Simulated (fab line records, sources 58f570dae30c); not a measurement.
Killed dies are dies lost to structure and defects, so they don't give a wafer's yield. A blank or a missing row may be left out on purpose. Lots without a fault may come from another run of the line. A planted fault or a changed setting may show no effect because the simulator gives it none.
A struck lot beside a sound one | flow berkeley_cmos170 | 16 steps out of a route of 331
Sound: wafers L696.1, L696.5, L696.6. Struck: wafer L706.6. (L706.3, L706.5 of the same lot were not struck and are left out.) The cause comes at the end.
At each step with rows: each side's tool, then ch and its chambers, then its first start. Under that, the readings that differ: sound wafers | struck wafers | difference of the means | sigmas: that difference in standard deviations of wafers without a fault.
alike: readings whose means differ by less than 2 such deviations, and words and numbers that are the same on both sides. not compared: withheld readings, readings that some wafer has no value for, bounds like >300 that may hide the same value, and numbers for which the record gives no deviation and whose values overlap.
The two part at a step that has a row with sigmas, a row that says differs or no value, or rows on one side only. Numbers that don't overlap but have no deviation are shown without sigmas and don't part them. A reading that every wafer of one side lacks parts them only if that side has two wafers or more.

first, 1 step without rows for these wafers: UCB170_M2_SOFTBAKE_06 (time 60 s).
UCB170_M2_STRIP_07: strips in O2.
  sound on plasma_asher-01 ch 0,1, day 9 18:36; struck on plasma_asher-04 ch 0, day 11 01:43
  reading                      | sound             | struck | difference | sigmas
  strip_time_to_endpoint_s (s) | 22.04 22.04 21.99 | 21.84  | -0.18      | -3
  alike: drypump_motor_current_A, oes_product_au
  not compared: rf_hours_counter_h
then, 7 steps without rows for these wafers: UCB170_M2_STRIP_08 (strips KrF in DMSO, time 600 s); UCB170_M2_COAT_09; UCB170_M2_COAT_10 (resist thk 900 nm); UCB170_M2_SOFTBAKE_11 (time 60 s); UCB170_M2_EXPOSE_12 (exposes mask METAL2, target cd 700 nm); UCB170_M2_PEB_13; UCB170_M2_DEVELOP_14 (develop time 45 s).
UCB170_M2_CD_MEAS_15: target cd 700 nm.
  sound on cd_sem-02, day 9 21:14; struck on cd_sem-01, day 11 03:01
  alike: cd_nm
UCB170_M2_OVL_MEAS_16:
  sound on overlay-01, day 9 21:21; struck on overlay-02, day 11 03:07
  alike: M2_OVL
UCB170_M2_ETCH_17: etches BARC in N2/H2.
  sound on rie_diel-01 ch 0,2,3, day 9 21:23; struck on rie_diel-04 ch 3, day 11 03:08
  alike: drypump_motor_current_A, oes_product_au, throttle_valve_pct
UCB170_M2_METAL_ETCH_18: etches Al in Cl2/BCl3, stops on SiO2, target depth 1170 nm, time 195 s.
  sound on rie_metal-04 ch 0,1, day 9 21:25; struck on rie_metal-01 ch 1, day 11 03:14
  reading                             | sound             | struck | difference | sigmas
  throttle_valve_pct (%)              | 24.79 24.63 24.81 | 24.01  | -0.73      | -3
  model.KrF_of_M2_COAT_10.thk_nm (nm) | 204.2 189.1 203   | 378.3  | +179.5     |
  model.M2.feature_depth_nm (nm)      | 979 984.6 985.6   | 871    | -112       |
  model.etch.depth_nm (nm)            | 921.8 927 928.4   | 871    | -55        |
  alike: drypump_motor_current_A, oes_product_au
  not compared: rf_hours_counter_h
UCB170_M2_STRIP_19: strips in O2.
  sound on plasma_asher-01 ch 0,1, day 9 21:37; struck on plasma_asher-04 ch 0, day 11 03:24
  reading               | sound             | struck | difference | sigmas
  oes_product_au (a.u.) | 0.532 0.525 0.540 | 0.714  | +0.182     | +11
  alike: drypump_motor_current_A
  not compared: rf_hours_counter_h
UCB170_M2_CD_MEAS_90: target cd 700 nm.
  sound on cd_sem-01, day 9 21:43; struck on cd_sem-02, day 11 03:31
  reading    | sound             | struck | difference | sigmas
  cd_nm (nm) | 697.6 697.9 697.0 | 706.1  | +8.6       | +3
UCB170_V2_CVD_00: deposits SiO2 from TEOS/O2, target thk 2000 nm, time 250 s.
  the record has rows for the sound wafers here (pecvd-04 ch 0,1, day 9 21:50) and none for the struck ones

WHERE THEY PART
First at UCB170_M2_STRIP_07; last, within this record, at UCB170_V2_CVD_00.

WHY: what the simulator had put in
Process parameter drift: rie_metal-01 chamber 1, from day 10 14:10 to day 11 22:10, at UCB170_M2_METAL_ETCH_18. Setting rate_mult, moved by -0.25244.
